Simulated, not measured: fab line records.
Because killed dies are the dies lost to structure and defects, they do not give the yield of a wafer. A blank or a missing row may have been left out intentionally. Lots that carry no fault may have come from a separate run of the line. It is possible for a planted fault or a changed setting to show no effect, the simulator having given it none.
Which tool is to blame? | flow ritCmos | 39 wafers from 13 lots sampled at 5 of the route's 202 steps

WHAT THE GAUGES SHOWED, per wafer
RIT_PSD_OVL_MEAS_06.
lot  | measured    | on         | PSD_OVL (nm)
L162 | day 3 11:19 | overlay-01 | 0.5 -0.1 1.4
L164 | day 3 23:49 | overlay-01 | -0.9 -0.2 0.2
L165 | day 4 03:47 | overlay-02 | -1.5 -0.5 -0.5
L167 | day 4 08:49 | overlay-02 | -1.5 -1.0 -2.1
L168 | day 4 16:30 | overlay-02 | 0.5 1.3 0.8
L169 | day 4 22:37 | overlay-01 | -3.1 -2.2 -1.4
L170 | day 5 02:51 | overlay-02 | -2.5 -2.1 -3.0
L171 | day 5 07:04 | overlay-02 | 0.4 0.8 -0.3
L176 | day 6 05:44 | overlay-02 | 0.4 2.7 2.0
L178 | day 6 16:08 | overlay-02 | -1.1 -2.6 -1.6
L180 | day 7 00:43 | overlay-02 | 0.0 0.3 0.2
L184 | day 7 19:44 | overlay-02 | -0.6 0.2 -0.9
L185 | day 8 02:58 | overlay-02 | -0.9 0.1 0.2

RIT_M1_RS_MEAS_01: measures by four-point-probe.
lot  | measured    | on           | M1_AL_RS (ohm/sq)
L162 | day 3 16:19 | filmMetro-02 | 0.0736 0.0739 0.0734
L164 | day 4 04:43 | filmMetro-03 | 0.0733 0.0738 0.0742
L165 | day 4 08:35 | filmMetro-03 | 0.0743 0.0742 0.0744
L167 | day 4 13:35 | filmMetro-03 | 0.0748 0.0740 0.0749
L168 | day 4 21:08 | filmMetro-04 | 0.0743 0.0734 0.0747
L169 | day 5 03:26 | filmMetro-02 | 0.0730 0.0731 0.0734
L170 | day 5 07:33 | filmMetro-03 | 0.0731 0.0726 0.0735
L171 | day 5 11:51 | filmMetro-04 | 0.1213 0.0748 0.0742
L176 | day 6 10:28 | filmMetro-02 | 0.0733 0.0727 0.0731
L178 | day 6 20:59 | filmMetro-04 | 0.0727 0.0739 0.0733
L180 | day 7 05:25 | filmMetro-03 | 0.0736 0.0721 0.0725
L184 | day 8 00:23 | filmMetro-02 | 0.0734 0.0732 0.0729
L185 | day 8 07:48 | filmMetro-02 | 0.0738 0.0728 0.0733

RIT_M1_THK_MEAS_02: measures by xrf.
lot  | measured    | on           | M1_AL_THK (nm)
L162 | day 3 16:25 | filmMetro-02 | 398 395 399
L164 | day 4 04:50 | filmMetro-03 | 401 398 400
L165 | day 4 08:42 | filmMetro-03 | 398 399 398
L167 | day 4 13:43 | filmMetro-03 | 394 399 395
L168 | day 4 21:16 | filmMetro-04 | 394 398 392
L169 | day 5 03:33 | filmMetro-02 | 400 403 400
L170 | day 5 07:40 | filmMetro-03 | 401 408 399
L171 | day 5 11:58 | filmMetro-04 | 248 395 397
L176 | day 6 10:35 | filmMetro-02 | 402 403 402
L178 | day 6 21:07 | filmMetro-04 | 406 400 403
L180 | day 7 05:31 | filmMetro-03 | 402 408 407
L184 | day 8 00:31 | filmMetro-02 | 400 400 403
L185 | day 8 07:55 | filmMetro-02 | 395 403 402

TOOL THAT RAN EACH LOT (tool first, then ch and the chambers of the sampled wafers, then the start)
lot  | RIT_GATE_STRIP_20                  | RIT_M1_SPUTTER_00
L162 | plasmaAsher-01 ch 0,1, day 2 22:14 | pvdSputter-02, day 3 16:00
L164 | plasmaAsher-01 ch 0,1, day 3 10:22 | pvdSputter-04, day 4 04:24
L165 | plasmaAsher-01 ch 0,1, day 3 16:10 | pvdSputter-02, day 4 08:17
L167 | plasmaAsher-01 ch 0,1, day 3 19:38 | pvdSputter-02, day 4 13:18
L168 | plasmaAsher-02 ch 0,1, day 4 03:26 | pvdSputter-01, day 4 20:51
L169 | plasmaAsher-01 ch 0,1, day 4 10:59 | pvdSputter-04, day 5 03:08
L170 | plasmaAsher-02 ch 0, day 4 15:25   | pvdSputter-01, day 5 07:16
L171 | plasmaAsher-01 ch 0,1, day 4 16:56 | pvdSputter-04, day 5 11:33
L176 | plasmaAsher-01 ch 0,1, day 5 17:55 | pvdSputter-01, day 6 10:10
L178 | plasmaAsher-04 ch 0,1, day 6 04:43 | pvdSputter-02, day 6 20:41
L180 | plasmaAsher-04 ch 0,1, day 6 10:30 | pvdSputter-01, day 7 05:04
L184 | plasmaAsher-02 ch 0,1, day 7 08:22 | pvdSputter-01, day 8 00:05
L185 | plasmaAsher-02 ch 0,1, day 7 12:00 | pvdSputter-04, day 8 07:29
- RIT_GATE_STRIP_20: strips in O2, time 180 s.
- RIT_M1_SPUTTER_00: material Al, target thk 400 nm, time 500 s.

AS READ BY THE TOOLS THEMSELVES (means over the sampled wafers that have a number; for cases with no such wafer, the mark the record gives instead)
RIT_GATE_STRIP_20.
lot  | tool           | drypumpMotorCurrentA (A)
L162 | plasmaAsher-01 | 5.5
L164 | plasmaAsher-01 | 5.5
L165 | plasmaAsher-01 | 5.9
L167 | plasmaAsher-01 | 5.5
L168 | plasmaAsher-02 | 6.4
L169 | plasmaAsher-01 | 5.5
L170 | plasmaAsher-02 | 6.4
L171 | plasmaAsher-01 | 5.9
L176 | plasmaAsher-01 | 5.5
L178 | plasmaAsher-04 | 5.8
L180 | plasmaAsher-04 | 5.8
L184 | plasmaAsher-02 | 6.5
L185 | plasmaAsher-02 | 6.5

RIT_M1_SPUTTER_00.
lot  | tool          | cathodeDcPowerW (W) | throttleValvePct (%)
L162 | pvdSputter-02 | 1999.8              | 31.4
L164 | pvdSputter-04 | 1999.9              | 30.7
L165 | pvdSputter-02 | 2000.1              | 29.5
L167 | pvdSputter-02 | 2000.0              | 30.9
L168 | pvdSputter-01 | 1999.8              | 30.3
L169 | pvdSputter-04 | 2000.3              | 30.4
L170 | pvdSputter-01 | 1999.9              | 30.0
L171 | pvdSputter-04 | 1752.8              | 29.7
L176 | pvdSputter-01 | 2000.1              | 29.4
L178 | pvdSputter-02 | 2000.1              | 30.9
L180 | pvdSputter-01 | 2000.1              | 30.0
L184 | pvdSputter-01 | 2000.6              | 30.1
L185 | pvdSputter-04 | 2000.1              | 29.9

THE ANSWER, worked out from the rows above alone
Rule: the usual values come from the lots themselves. The widest of any qualifying gaps counts: lots, ordered by their means at a reading, are off when they make up no more than a third of the lots, leave a main group of 4 or more, and stand apart from it by 3 or more times the standard deviation of that group's means. Not used: any main group whose means are identical at the precision the tables above print for the reading. Also off: a lot with no number at a reading for which 4 or more lots have one. Any other lot the step has rows for is counted as sound. Order of review: gauges by route order, followed by the tools' own readings, for which a lot's mean as printed above is used. At the first step where some lot is off, the reading lying furthest off is the one used; lots without a number count as furthest.
Off: L171, at RIT_M1_RS_MEAS_01 (M1_AL_RS). Main group: mean 0.0735 ohm/sq, sd 0.00054.
A tool fits if, at a process step before that reading, it ran every lot that is off, and no sound lot after the first of them. Not tried: the gauges at RIT_M1_RS_MEAS_01; whatever is off there is also off at RIT_M1_SPUTTER_00, on other tools, and gauge error can't account for it. Of those tried, none fits.

WHAT THE SIMULATOR HAD INSERTED
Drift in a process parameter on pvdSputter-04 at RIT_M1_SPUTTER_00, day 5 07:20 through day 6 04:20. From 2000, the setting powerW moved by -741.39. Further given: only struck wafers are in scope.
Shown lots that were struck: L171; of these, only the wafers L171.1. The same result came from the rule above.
